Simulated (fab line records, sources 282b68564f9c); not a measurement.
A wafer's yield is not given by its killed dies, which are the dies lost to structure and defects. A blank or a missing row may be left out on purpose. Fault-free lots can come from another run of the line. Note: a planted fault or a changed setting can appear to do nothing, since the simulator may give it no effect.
8D (eight disciplines) problem report, filled in by code | flow rit-cmos | the parts of the form that need people (team, actions taken, sign-off) are left out

1. WHAT WENT WRONG
Wafers free of any fault read 3437 (standard deviation 24) for PSD_TW at RIT_PSD_TW_MEAS_10, against a mean of 3653 on 6 wafers of 2 lots. Measured from the usual mean, that is +9.0 standard deviations.
First observed at day 5 08:08: wafer L973.1, on film-metro-04. The record holds 42 wafers of 14 lots with a number at this step. The rule behind "out" and "out of limits": a value lying over 4 standard deviations away from the usual mean. Any other wafer with a number is counted as sound.

2. WHAT IT IS, WHAT IT ISN'T
question                    | is                           | is not
which readings at this step | PSD_TW                       | -
which lots                  | L973, L974                   | L965, L966, L968, L969, L971, L979, L980, L982, L983, L984, L985, L986
which wafers of those lots  | all that have a number       | -
read on which gauges        | film-metro-03, film-metro-04 | film-metro-02
when                        | from day 5 08:08             | up to then (15 sound wafers); but 21 sound wafers of L979, L980, L982, L983, L984, L985, L986 came after

3. SUSPECTS, AND WHAT RULES EACH OUT
Counting: a tool at a process step up to the reading stays a suspect if it ran every lot that is out and no sound lot after the first of them.
- the gauge at RIT_PSD_TW_MEAS_10 is ruled out. The wafers that are out were read on 2 gauges (film-metro-03, film-metro-04).
- litho-track-02 at RIT_NSD_COAT_01 (resist thk 1000 nm): ruled out as a lasting fault. After its first lot that is out, L973 (day 5 05:15), sound lots L979, L980, L986 ran on it.
Left after counting: nothing in the record.

4. THE CAUSE (what the simulator had put in)
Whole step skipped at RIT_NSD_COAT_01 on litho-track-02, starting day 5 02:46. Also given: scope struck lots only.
The count ruled it out by mistake, since the rule takes a fault to strike every lot its tool runs from the start of the fault on, and this one did not do so.

5. THE EFFECT CHAIN, in route order
One row per reading whose mean, taken over the struck wafers that have a number, lies over 3 standard deviations from the usual. Readings are gone through only where the record gives a usual standard deviation; hours: the median, over the lots, of the time from a lot's start at the first step in this table giving one to that lot's start at this step; sigmas: the change measured in usual standard deviations.
hours | step               | reading             | usual | on struck wafers | change | sigmas
0     | RIT_PSD_TW_MEAS_10 | PSD_TW              | 3437  | 3653             | +216   | +9.0
8     | RIT_M1_PROBE_99    | killed-at-front-end | 6.6   | 264.0            | +257.4 | +89
8     | RIT_M1_PROBE_99    | killed-dies         | 6.6   | 264.0            | +257.4 | +86
8     | RIT_M1_PROBE_99    | killed-on-rim       | 1.7   | 70.0             | +68.3  | +49
Here are the process steps it includes:
- RIT_M1_PROBE_99
Readings that are blank on the struck wafers while sound wafers have them: chill-plate-temp-C at RIT_NSD_COAT_01; dispense-pressure-kPa at RIT_NSD_COAT_01; NSD_OVL at RIT_NSD_OVL_MEAS_06.

6. HOW IT WOULD HAVE BEEN CAUGHT EARLIER
The first out-of-limits reading at a measuring or inspecting step in this record came at day 5 08:08, 5 hours after the fault's start at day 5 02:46.
Between RIT_NSD_COAT_01 and RIT_PSD_TW_MEAS_10, RIT_NSD_OVL_MEAS_06 gave no NSD_OVL on the struck wafers, where sound wafers have one: a measuring or inspecting step that comes back empty is itself a sign.
At RIT_NSD_COAT_01 the tool's readings are blank on the struck wafers, where sound wafers have them: an empty tool record is the first sign, and it was there at once.
